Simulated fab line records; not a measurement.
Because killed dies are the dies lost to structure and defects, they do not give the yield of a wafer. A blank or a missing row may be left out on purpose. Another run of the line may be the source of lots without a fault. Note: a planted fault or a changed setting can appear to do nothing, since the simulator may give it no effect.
Code-filled problem report in 8D (eight disciplines) form | flow berkeley cmos170 | the parts of the form that need people (team, actions taken, sign-off) are left out

1. WHAT WENT WRONG
cd nm at UCB170_GATE_CD_MEAS_12 reads a mean of 385.1 nm on 9 wafers of 3 lots; wafers without a fault read 350.1 nm with a standard deviation of 1.4. Relative to the usual mean, that is a shift of +25 standard deviations.
The step: target cd 350 nm.
First seen on wafer L538.3, day 9 07:06, on cd sem-01. At this step, 30 wafers from 10 lots have a number in the record. Rule for "out", or "out of limits": more than 4 standard deviations from the usual mean. The other wafers with a number count as sound.

2. WHAT THIS IS AND IS NOT
question                    | is                     | is not
which readings at this step | cd nm                  | -
which lots                  | L537, L538, L540       | L529, L530, L531, L532, L550, L551, L552
which wafers of those lots  | all that have a number | -
read on which gauges        | cd sem-01, cd sem-02   | -
when                        | from day 9 07:06       | up to then (12 sound wafers); but 9 sound wafers of L550, L551, L552 came after

3. THE SUSPECTS, EACH WITH WHAT RULES IT OUT
Counting: any tool at a process step up to the reading is kept as a suspect provided that every lot that is out went through it and no sound lot did after the first of them.
- the gauge at UCB170_GATE_CD_MEAS_12 has been ruled out. 2 gauges (cd sem-01, cd sem-02) read the wafers that are out.
- litho track-03 at UCB170_GATE_PEB_10: kept. All lots that are out passed through it, beginning with L538 at day 9 06:50, and no sound lot followed; its final sound lot before that point was L531 at day 7 15:52. Out on those wafers are its own readings of heater power total W, plate temp C.
Remaining after the count: litho track-03 at UCB170_GATE_PEB_10.

4. THE CAUSE (what the simulator had put in)
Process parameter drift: litho track-03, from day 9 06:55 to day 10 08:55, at UCB170_GATE_PEB_10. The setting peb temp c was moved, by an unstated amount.
This tool alone remained once counting was done.

5. THE EFFECT CHAIN, in route order
Rows list readings where the struck wafers' mean (over those with a number) sits beyond 3 standard deviations from the usual. Readings are gone through only where the record gives a usual standard deviation; hours: the median, over the lots, of the time from a lot's start at the first step in this table giving one to that lot's start at this step; sigmas: the change measured in usual standard deviations.
hours | step                   | reading              | usual    | on struck wafers | change | sigmas
0     | UCB170_GATE_PEB_10     | heater power total W | 56.79 W  | 54.10            | -2.69  | -56
0     | UCB170_GATE_PEB_10     | plate temp C         | 130.00 C | 125.22           | -4.78  | -37
0     | UCB170_GATE_CD_MEAS_12 | cd nm                | 350.1 nm | 385.1            | +35.0  | +25
The process steps in it:
- UCB170_GATE_PEB_10

6. HOW IT WOULD HAVE BEEN CAUGHT EARLIER
Counted from the fault's start at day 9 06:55, it took 0 hours until the first out-of-limits reading at a measuring or inspecting step in this record, taken at day 9 07:06.
The tool's own readings at UCB170_GATE_PEB_10 were out on every struck wafer that the step has a row for (heater power total W, plate temp C): an alarm limit on them would have fired on the first of those.
Among the 3 lots that are out, L540 began UCB170_GATE_PEB_10 on litho track-03 after day 9 07:06. A tool hold placed at that time would have kept it from harm.
